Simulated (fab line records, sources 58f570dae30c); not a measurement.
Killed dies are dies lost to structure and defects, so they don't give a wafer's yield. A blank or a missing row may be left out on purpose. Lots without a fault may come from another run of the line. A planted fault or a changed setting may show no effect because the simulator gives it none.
Problem report in the 8D (eight disciplines) form, filled by code | flow berkeley_cmos170 | the parts of the form that need people (team, actions taken, sign-off) are left out

1. THE PROBLEM
NWELL_OXIDE_THK at UCB170_NWELL_THK_MEAS_02 reads a mean of 18.9 nm on 6 wafers of 2 lots; wafers without a fault read 26.7 nm with a standard deviation of 0.47. That is -17 standard deviations from the usual mean.
First seen on wafer L443.1, day 5 06:40, on film_metro-04. The record holds 42 wafers of 14 lots with a number at this step. Rule for "out", or "out of limits": more than 4 standard deviations from the usual mean. The other wafers with a number count as sound.

2. WHAT IT IS AND WHAT IT IS NOT
question                    | is                           | is not
which readings at this step | NWELL_OXIDE_THK              | -
which lots                  | L443, L444                   | L428, L430, L432, L433, L435, L436, L446, L447, L448, L449, L450, L451
which wafers of those lots  | all that have a number       | -
read on which gauges        | film_metro-01, film_metro-04 | film_metro-02
when                        | from day 5 06:40             | up to then (18 sound wafers); but 18 sound wafers of L446, L447, L448, L449, L450, L451 came after

3. SUSPECTS, AND WHAT RULES EACH OUT
Counting: a tool at a process step up to the reading stays a suspect if it ran every lot that is out and no sound lot after the first of them.
- the gauge at UCB170_NWELL_THK_MEAS_02: ruled out. The wafers that are out were read on 2 gauges (film_metro-01, film_metro-04).
- furnace-01 at UCB170_NWELL_OXIDATION_01 (target thk 26.4 nm, ox time 1260 s): kept. It ran every lot that is out, first L443 (day 5 05:19), and no sound lot after that; its last sound lot up to then is L435 (day 3 14:14).
Left after counting: furnace-01 at UCB170_NWELL_OXIDATION_01.

4. THE CAUSE (what the simulator had put in)
Process parameter drift: furnace-01, from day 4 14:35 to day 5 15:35, at UCB170_NWELL_OXIDATION_01. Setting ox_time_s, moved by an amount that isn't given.
Counting left only this tool.

5. THE CHAIN OF EFFECTS, in route order
Each row: a reading whose mean over the struck wafers that have a number lies more than 3 standard deviations from the usual. Only readings for which the record gives a usual standard deviation are gone through. hours: the time from each lot's start at the first step in this table that gives one to its start at this step, as a median over the lots. sigmas: the change in usual standard deviations.
hours | step                     | reading         | usual   | on struck wafers | change | sigmas
0     | UCB170_NWELL_THK_MEAS_02 | NWELL_OXIDE_THK | 26.7 nm | 18.9             | -7.8   | -17
Later measuring or inspecting steps at which every struck wafer that the step has a row for has a number for every such reading, and none has moved that far: UCB170_NWELL_OVL_MEAS_12, UCB170_PWELL_THK_MEAS_03, UCB170_ACTIVE_CD_MEAS_90.

6. WHAT WOULD HAVE CAUGHT IT SOONER
In this record the first reading out of limits at a measuring or inspecting step was taken at day 5 06:40, 16 hours after the fault began at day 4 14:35.
Of the tool readings at UCB170_NWELL_OXIDATION_01 for which the record gives a usual standard deviation, none was out on any struck wafer, so an alarm limit of 4 standard deviations on them would not have fired.
Of the lots that are out (2), L444 began UCB170_NWELL_OXIDATION_01 on furnace-01 after day 5 06:40. A hold on the tool at that time would have spared it.
